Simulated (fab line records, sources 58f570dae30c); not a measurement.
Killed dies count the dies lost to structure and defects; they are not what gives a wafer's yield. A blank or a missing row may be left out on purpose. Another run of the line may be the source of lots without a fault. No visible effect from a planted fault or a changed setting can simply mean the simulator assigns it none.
Problem report in the 8D (eight disciplines) form, filled by code ; flow berkeleyCmos170 ; the parts of the form that need people (team, actions taken, sign-off) are left out

== 1. WHAT WENT WRONG ==
Across 6 wafers from 2 lots, NVT_TW at UCB170_NVT_TW_MEAS_09 averages 558.8, while fault-free wafers read 525.5 with a standard deviation of 2.2. That puts it +15 standard deviations away from the usual mean.
First seen on wafer L202.2, day 9 17:49, on filmMetro-03. The record has a number at this step for 39 wafers belonging to 13 lots. Rule for "out", or "out of limits": more than 4 standard deviations from the usual mean. Any other wafer with a number is counted as sound.

== 2. WHAT IT IS; WHAT IT IS NOT ==
question;is;is not
which readings at this step;NVT_TW;-
which lots;L201, L202;L187, L188, L189, L190, L191, L192, L204, L205, L207, L208, L210
which wafers of those lots;all that have a number;-
read on which gauges;filmMetro-03;filmMetro-02, filmMetro-04
when;from day 9 17:49;"up to then (18 sound wafers); but 15 sound wafers of L204, L205, L207, L208, L210 came after"

== 3. WHAT RULES OUT EACH SUSPECT ==
Counting: a tool stays on the suspect list if, at a process step up to the reading, it processed all lots that are out and no sound lot following the first of them.
- the gauge at UCB170_NVT_TW_MEAS_09: ruled out. All the wafers that are out were read on filmMetro-03, but those of them that UCB170_NVT_IMPLANT_07 has rows for are out there too, on other tools.
- implanter-01 at UCB170_NVT_IMPLANT_07: kept. Every lot that is out went through it, starting with L202 (day 9 17:29), and after that it ran no sound lot; the last sound lot it ran before then is L189 (day 7 04:24). On those wafers its own readings are out: beamOnS, faradayCurrentUA.
Remaining after the count: implanter-01 at UCB170_NVT_IMPLANT_07.

== 4. THE CAUSE (what the simulator had put in) ==
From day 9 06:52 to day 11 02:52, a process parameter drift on implanter-01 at UCB170_NVT_IMPLANT_07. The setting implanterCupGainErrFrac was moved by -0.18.
Only this tool survived the counting.

== 5. THE EFFECT CHAIN, in route order ==
Each row: a reading where the mean over the struck wafers with a number is more than 3 standard deviations away from the usual. Readings are gone through only where the record gives a usual standard deviation; hours: the median, over the lots, of the time from a lot's start at the first step in this table giving one to that lot's start at this step; sigmas: the change measured in usual standard deviations.
hours;step;reading;usual;on struck wafers;change;sigmas
0;UCB170_NVT_IMPLANT_07;beamOnS;10.02 s;12.34;+2.32;+12
0;UCB170_NVT_IMPLANT_07;faradayCurrentUA;9.49;7.72;-1.77;-9.3
0;UCB170_NVT_TW_MEAS_09;NVT_TW;525.5;558.8;+33.3;+15
Its process steps:
- UCB170_NVT_IMPLANT_07
Later steps that measure or inspect, where all struck wafers having a row at the step show a number for every such reading and not one has moved that far: UCB170_PVT_TW_MEAS_09.

== 6. HOW IT WOULD HAVE BEEN CAUGHT EARLIER ==
In this record the first reading out of limits at a measuring or inspecting step was taken at day 9 17:49, 11 hours after the fault began at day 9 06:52.
Tool's own readings at UCB170_NVT_IMPLANT_07, beamOnS, faradayCurrentUA: out on all struck wafers the step has rows for; an alarm limit on them would have tripped on the first.
By day 9 17:49 the whole set of lots that are out, 2 in number, had already begun UCB170_NVT_IMPLANT_07 on implanter-01. Had the tool been put on hold then, not one of them would have been saved.
